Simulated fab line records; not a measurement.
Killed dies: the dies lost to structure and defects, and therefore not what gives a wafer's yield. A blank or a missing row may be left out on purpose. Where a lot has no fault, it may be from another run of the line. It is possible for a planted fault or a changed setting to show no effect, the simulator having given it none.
Split-lot trial | flow berkeley cmos170 | on a route of 331 steps: 5 lots, 23 wafers read

## ABOUT THE SPLIT
At UCB170_M3_PEB_13, the setting peb temp c was moved away from the recipe's 130 C on 11 of the 23 wafers read, by -2.4% to -0.8%. For the rest of the wafers, this setting stayed at what the recipe calls for.

## FROM THE SPLIT TO THE READING: what the file shows between them, 5 steps
- UCB170_M3_DEVELOP_14: develop time 45 s
- UCB170_M3_CD_MEAS_15: target cd 700 nm
- UCB170_M3_ETCH_17: etches BARC in N2/H2
- UCB170_M3_METAL_ETCH_18: etches Al in Cl2/BCl3, stops on SiO2, target depth 1170 nm, time 195 s (also split here: over etch frac)
- UCB170_M3_STRIP_19: strips in O2

## THE READING
cd nm at UCB170_M3_CD_MEAS_90, given in nm (cd target 700 nm). A value of 700.6 nm with a standard deviation of 2.3 nm is what fault-free wafers of this fab line usually give.

wafer  | tool, chamber at the split | peb temp c as run, C | against the recipe | cd nm, nm | against lot-mates on the recipe
L076.1 | litho track-04, 0          | 128.9                | -0.8%              | 709.8     | +13.0
L076.2 | litho track-04, 0          | 130                  | recipe             | 694.6     | -
L076.3 | litho track-04, 0          | 128.9                | -0.8%              | 710.8     | +14.0
L076.4 | litho track-04, 0          | 130                  | recipe             | 699.0     | -
L076.6 | litho track-04, 0          | 128.9                | -0.8%              | 704.0     | +7.2
L082.2 | litho track-01, 0          | 127.2                | -2.2%              | 719.5     | +19.6
L082.3 | litho track-01, 0          | 130                  | recipe             | 699.0     | -
L082.4 | litho track-01, 0          | 130                  | recipe             | 700.3     | -
L082.5 | litho track-01, 0          | 130                  | recipe             | 700.5     | -
L082.6 | litho track-01, 0          | 127.2                | -2.2%              | 721.3     | +21.4
L079.2 | litho track-02, 0          | 126.9                | -2.4%              | 721.1     | +24.4
L079.3 | litho track-02, 0          | 130                  | recipe             | 697.1     | -
L079.4 | litho track-02, 0          | 130                  | recipe             | 696.4     | -
L079.5 | litho track-02, 0          | 126.9                | -2.4%              | 719.8     | +23.0
L079.6 | litho track-02, 0          | 126.9                | -2.4%              | 721.7     | +25.0
L080.2 | litho track-02, 0          | 130                  | recipe             | 701.7     | -
L080.3 | litho track-02, 0          | 130                  | recipe             | 703.0     | -
L080.4 | litho track-02, 0          | 130                  | recipe             | 702.7     | -
L085.1 | litho track-02, 0          | 128.2                | -1.4%              | 709.0     | +7.8
L085.2 | litho track-02, 0          | 130                  | recipe             | 701.3     | -
L085.4 | litho track-02, 0          | 128.2                | -1.4%              | 715.0     | +13.8
L085.5 | litho track-02, 0          | 130                  | recipe             | 701.2     | -
L085.6 | litho track-02, 0          | 128.2                | -1.4%              | 712.9     | +11.6

FIT RESULTS
A straight line over all 23 wafers: cd nm changes by -9.11 nm for each +1% of peb temp c; r = -0.96; the points scatter about the line by 2.5 nm.
The same after taking each lot's own level away (the mean of its wafers on the recipe; 23 wafers): -9.69 nm for each +1%; r = -0.97; scatter 2.3 nm.
Per that fit: largest peb temp c move, reading shift of 23 nm.
The lots' own levels span 696.75 to 702.47 nm, that is 2.5 times the standard deviation above.
The two slopes agree, so the slope changes little with the lot-to-lot level.
Check: for one of the wafers moved furthest among these (-2.4%), held out of the fit, the line's prediction against its lot-mates is +23.1 nm. Against them it came out at +24.4 nm.

## THE OTHER SPLITS THESE WAFERS WENT THROUGH
Other splits were also applied to these wafers ahead of the reading. Each is held against what the fit with the lots' levels taken away leaves over:
other split on the same wafers         | wafers away from the commonest value | r with cd nm (lot level and that fit taken away)
UCB170_M2_METAL_ETCH_18 time s         | 11                                   | -0.10
UCB170_V2_COAT_07 spin rpm             | 6                                    | +0.22
UCB170_V2_ETCH_14 time s               | 9                                    | +0.00
UCB170_M3_METAL_ETCH_18 over etch frac | 8                                    | -0.23

## THE WHOLE CHAIN: every reading that the file lists as answering this split, in the file's order
step                    | what it does                                                           | reading                                                   | change (the file's fit)              | r (the file's)
UCB170_M3_CD_MEAS_15    | target cd 700 nm                                                       | cd nm                                                     | -9.82 nm for each +1% of the setting | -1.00
UCB170_M3_ETCH_17       | etches BARC in N2/H2                                                   | M3.cd nm (the simulator's own value, which no gauge read) | -9.74 nm for each +1% of the setting | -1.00
UCB170_M3_METAL_ETCH_18 | etches Al in Cl2/BCl3, stops on SiO2, target depth 1170 nm, time 195 s | M3.cd nm (the simulator's own value, which no gauge read) | -9.76 nm for each +1% of the setting | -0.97
UCB170_M3_CD_MEAS_90    | target cd 700 nm                                                       | cd nm                                                     | -9.77 nm for each +1% of the setting | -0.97

## FILE'S OWN FIT
cd nm changes by -9.77 nm for each +1% of peb temp c, r = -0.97.
